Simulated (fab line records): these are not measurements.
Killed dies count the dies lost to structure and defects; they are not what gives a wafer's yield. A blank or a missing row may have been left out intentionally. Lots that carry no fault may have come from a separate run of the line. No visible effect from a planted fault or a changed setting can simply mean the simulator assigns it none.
Which of the tools did it? + flow berkeley-cmos170 + 14 lots, 42 wafers sampled, at 5 steps of a route of 331

## WHAT THE GAUGES READ, wafer by wafer
UCB170_SDANNEAL_RS_MEAS_03: uses a four-point probe to measure. Usual: NSD_RS typically reads 37.24 ohm/sq, with standard deviation 0.099.
| lot  | measured     | on            | NSD_RS (ohm/sq)   | flag |
|------|--------------|---------------|-------------------|------|
| L693 | day 5 23:49  | film-metro-02 | 37.17 37.09 37.19 |      |
| L696 | day 7 08:44  | film-metro-03 | 37.33 37.36 37.27 |      |
| L694 | day 7 11:54  | film-metro-01 | 37.14 37.26 37.21 |      |
| L699 | day 7 23:03  | film-metro-01 | 37.10 37.04 37.20 |      |
| L698 | day 8 01:55  | film-metro-02 | 37.18 37.22 37.30 |      |
| L701 | day 8 09:23  | film-metro-02 | 37.30 37.35 37.36 |      |
| L700 | day 8 09:50  | film-metro-03 | 37.06 37.08 37.16 |      |
| L702 | day 8 10:02  | film-metro-02 | 37.26 37.41 37.22 |      |
| L703 | day 9 01:23  | film-metro-03 | 37.48 37.50 37.56 |      |
| L707 | day 9 19:46  | film-metro-03 | 37.34 37.33 37.47 |      |
| L705 | day 9 20:01  | film-metro-02 | 37.22 37.35 37.29 |      |
| L709 | day 10 04:02 | film-metro-03 | 37.22 37.21 37.19 |      |
| L710 | day 10 07:47 | film-metro-01 | 37.15 37.24 37.28 |      |
| L711 | day 10 18:54 | film-metro-03 | 37.39 37.29 37.25 |      |

UCB170_SILICIDE_RS_MEAS_02: uses a four-point probe to measure. Usual: SILICIDE_TI_RS typically reads 26.3 ohm/sq, with standard deviation 0.44.
| lot  | measured     | on            | SILICIDE_TI_RS (ohm/sq) | flag |
|------|--------------|---------------|-------------------------|------|
| L693 | day 6 00:17  | film-metro-04 | 26.2 26.7 26.0          |      |
| L696 | day 7 09:12  | film-metro-04 | 26.4 26.1 26.1          |      |
| L694 | day 7 12:22  | film-metro-04 | 25.3 25.7 25.5          |      |
| L699 | day 7 23:31  | film-metro-04 | 26.7 26.5 26.7          |      |
| L698 | day 8 02:23  | film-metro-04 | 26.6 26.8 26.5          |      |
| L701 | day 8 09:50  | film-metro-01 | 26.7 26.4 27.2          |      |
| L700 | day 8 10:17  | film-metro-04 | 25.6 25.3 26.2          |      |
| L702 | day 8 10:29  | film-metro-01 | 26.7 26.6 26.7          |      |
| L703 | day 9 01:51  | film-metro-01 | 26.3 25.8 25.6          |      |
| L707 | day 9 20:13  | film-metro-04 | 26.3 26.1 26.4          |      |
| L705 | day 9 20:29  | film-metro-04 | 26.5 26.6 26.9          |      |
| L709 | day 10 04:30 | film-metro-04 | 26.5 26.3 27.1          |      |
| L710 | day 10 08:14 | film-metro-01 | 26.1 26.6 26.1          |      |
| L711 | day 10 19:22 | film-metro-04 | 26.7 26.4 26.5          |      |

UCB170_M1_CD_MEAS_09 targets a cd of 700 nm. Usual: 699.8 nm for cd-nm, sd 1.4.
| lot  | measured     | on        | cd-nm (nm)        | flag |
|------|--------------|-----------|-------------------|------|
| L693 | day 6 06:55  | cd-sem-02 | 701.1 700.1 699.4 |      |
| L696 | day 7 16:05  | cd-sem-01 | 696.7 698.6 697.9 |      |
| L694 | day 7 22:16  | cd-sem-01 | 701.1 699.6 702.0 |      |
| L699 | day 8 07:25  | cd-sem-02 | 698.9 698.4 698.4 |      |
| L698 | day 8 10:22  | cd-sem-02 | 699.6 699.4 700.1 |      |
| L701 | day 8 20:53  | cd-sem-01 | 699.5 698.7 699.8 |      |
| L700 | day 8 21:04  | cd-sem-02 | 701.4 700.2 699.2 |      |
| L702 | day 8 21:18  | cd-sem-02 | 699.8 699.1 699.4 |      |
| L703 | day 9 12:42  | cd-sem-02 | 699.4 698.9 699.8 |      |
| L707 | day 10 04:59 | cd-sem-01 | 699.9 699.6 700.0 |      |
| L705 | day 10 04:44 | cd-sem-01 | 702.0 700.8 701.5 |      |
| L709 | day 10 10:26 | cd-sem-01 | 719.9 722.5 720.9 | OFF  |
| L710 | day 10 15:33 | cd-sem-01 | 720.0 718.0 719.0 | OFF  |
| L711 | day 11 04:03 | cd-sem-02 | 698.6 699.6 699.2 |      |

## TOOL THAT RAN EACH LOT (tool first, then ch and the chambers of the sampled wafers, then the start)
| lot  | UCB170_CONTACT_ETCH_17             | UCB170_M1_PEB_07                  |
|------|------------------------------------|-----------------------------------|
| L693 | rie-diel-03 ch 0,1, day 6 05:04    | litho-track-03 ch 0, day 6 06:38  |
| L696 | rie-diel-02 ch 0,2,3, day 7 14:11  | litho-track-04 ch 0, day 7 15:49  |
| L694 | rie-diel-02 ch 0,3, day 7 20:02    | litho-track-02 ch 0, day 7 21:59  |
| L699 | rie-diel-04 ch 2,3, day 8 05:02    | litho-track-02 ch 0, day 8 07:08  |
| L698 | rie-diel-02 ch 0,2, day 8 08:14    | litho-track-02 ch 0, day 8 10:06  |
| L701 | rie-diel-02 ch 0,1,2, day 8 18:36  | litho-track-03 ch 0, day 8 20:36  |
| L700 | rie-diel-04 ch 0,1,3, day 8 18:40  | litho-track-04 ch 0, day 8 20:48  |
| L702 | rie-diel-03 ch 2,3, day 8 18:42    | litho-track-02 ch 0, day 8 21:02  |
| L703 | rie-diel-03 ch 1,2,3, day 9 10:58  | litho-track-02 ch 0, day 9 12:26  |
| L707 | rie-diel-02 ch 0,1, day 10 02:59   | litho-track-02 ch 0, day 10 04:43 |
| L705 | rie-diel-04 ch 0,1,2, day 10 02:45 | litho-track-04 ch 0, day 10 04:28 |
| L709 | rie-diel-02 ch 0,1, day 10 08:43   | litho-track-02 ch 0, day 10 10:10 |
| L710 | rie-diel-04 ch 0,1,3, day 10 13:23 | litho-track-02 ch 0, day 10 15:17 |
| L711 | rie-diel-03 ch 0,1,2, day 11 00:31 | litho-track-04 ch 0, day 11 03:00 |
- UCB170_CONTACT_ETCH_17: etches BARC in N2/H2.
- UCB170_M1_PEB_07

## AS READ BY THE TOOLS THEMSELVES (means over the sampled wafers that have a number; for cases with no such wafer, the mark the record gives instead)
UCB170_CONTACT_ETCH_17. Usual: drypump-motor-current-A 5.8 A, standard deviation 0.4; oes-product-au 0.995 a.u., standard deviation 0.023; throttle-valve-pct 13.32 %, standard deviation 0.15.
| lot  | tool        | drypump-motor-current-A (A) | oes-product-au (a.u.) | throttle-valve-pct (%) | flag |
|------|-------------|-----------------------------|-----------------------|------------------------|------|
| L693 | rie-diel-03 | 6.0                         | 1.035                 | 13.34                  |      |
| L696 | rie-diel-02 | 5.9                         | 0.988                 | 13.43                  |      |
| L694 | rie-diel-02 | 6.2                         | 0.976                 | 13.34                  |      |
| L699 | rie-diel-04 | 5.3                         | 0.999                 | 13.16                  |      |
| L698 | rie-diel-02 | 6.3                         | 0.983                 | 13.40                  |      |
| L701 | rie-diel-02 | 6.0                         | 0.991                 | 13.43                  |      |
| L700 | rie-diel-04 | 5.4                         | 0.980                 | 13.19                  |      |
| L702 | rie-diel-03 | 6.1                         | 1.002                 | 13.27                  |      |
| L703 | rie-diel-03 | 6.0                         | 0.996                 | 13.27                  |      |
| L707 | rie-diel-02 | 6.1                         | 0.989                 | 13.34                  |      |
| L705 | rie-diel-04 | 5.7                         | 0.984                 | 13.34                  |      |
| L709 | rie-diel-02 | 6.2                         | 0.988                 | 13.35                  |      |
| L710 | rie-diel-04 | 5.4                         | 0.974                 | 13.19                  |      |
| L711 | rie-diel-03 | 5.9                         | 1.003                 | 13.29                  |      |

UCB170_M1_PEB_07. Usual: heater-power-total-W 56.80 W, standard deviation 0.048; resist-line-temp-C 23.02 C, standard deviation 0.12.
| lot  | tool           | heater-power-total-W (W) | resist-line-temp-C (C) | flag |
|------|----------------|--------------------------|------------------------|------|
| L693 | litho-track-03 | 56.80                    | 23.02                  |      |
| L696 | litho-track-04 | 56.80                    | 23.22                  |      |
| L694 | litho-track-02 | 56.82                    | 23.00                  |      |
| L699 | litho-track-02 | 56.78                    | 22.87                  |      |
| L698 | litho-track-02 | 56.80                    | 23.09                  |      |
| L701 | litho-track-03 | 56.80                    | 22.99                  |      |
| L700 | litho-track-04 | 56.76                    | 22.86                  |      |
| L702 | litho-track-02 | 56.78                    | 22.92                  |      |
| L703 | litho-track-02 | 56.81                    | 23.03                  |      |
| L707 | litho-track-02 | 56.82                    | 23.00                  |      |
| L705 | litho-track-04 | 56.83                    | 23.06                  |      |
| L709 | litho-track-02 | 63.05                    | 22.99                  | OFF  |
| L710 | litho-track-02 | 63.10                    | 23.07                  | OFF  |
| L711 | litho-track-04 | 56.79                    | 22.94                  |      |

## THE ANSWER, worked out from the rows above alone
Rule: a lot is off if the mean of its wafers that have a number lies more than 3 standard deviations from the usual mean. Also off: a lot with no number at a reading for which 4 or more lots have one. The other lots that the step has rows for count as sound. First the gauges in route order, then the tools' own readings, where a lot's mean is used as printed above. The first step at which some lot is off is used, and at that step the reading that is off furthest; a lot without a number counts as furthest.
Off: L709, L710, at UCB170_M1_CD_MEAS_09 (cd-nm).
If a tool, at a process step before that reading, ran all the lots that are off and no sound lot after the first of them, it fits. The gauges at UCB170_M1_CD_MEAS_09 aren't tried: what is off there is off at UCB170_M1_PEB_07 too, on other tools, and a gauge's error can't cause that. One fits: UCB170_M1_PEB_07 on litho-track-02. Its last sound lot is L707 (day 10 04:43), its first lot that is off L709 (day 10 10:10): a fault that began between those two fits.
The tool's own readings at UCB170_M1_PEB_07 bear it out: on the lots that are off they differ by more than 5 times the standard deviation of the sound lots' means. heater-power-total-W reads 63.08 W there against 56.80 W on the sound lots.

## WHAT HAD BEEN PUT IN BY THE SIMULATOR
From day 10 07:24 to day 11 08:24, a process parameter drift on litho-track-02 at UCB170_M1_PEB_07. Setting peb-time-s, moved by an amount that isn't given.
Struck lots among those shown: L709, L710. Same finding as the rule above.
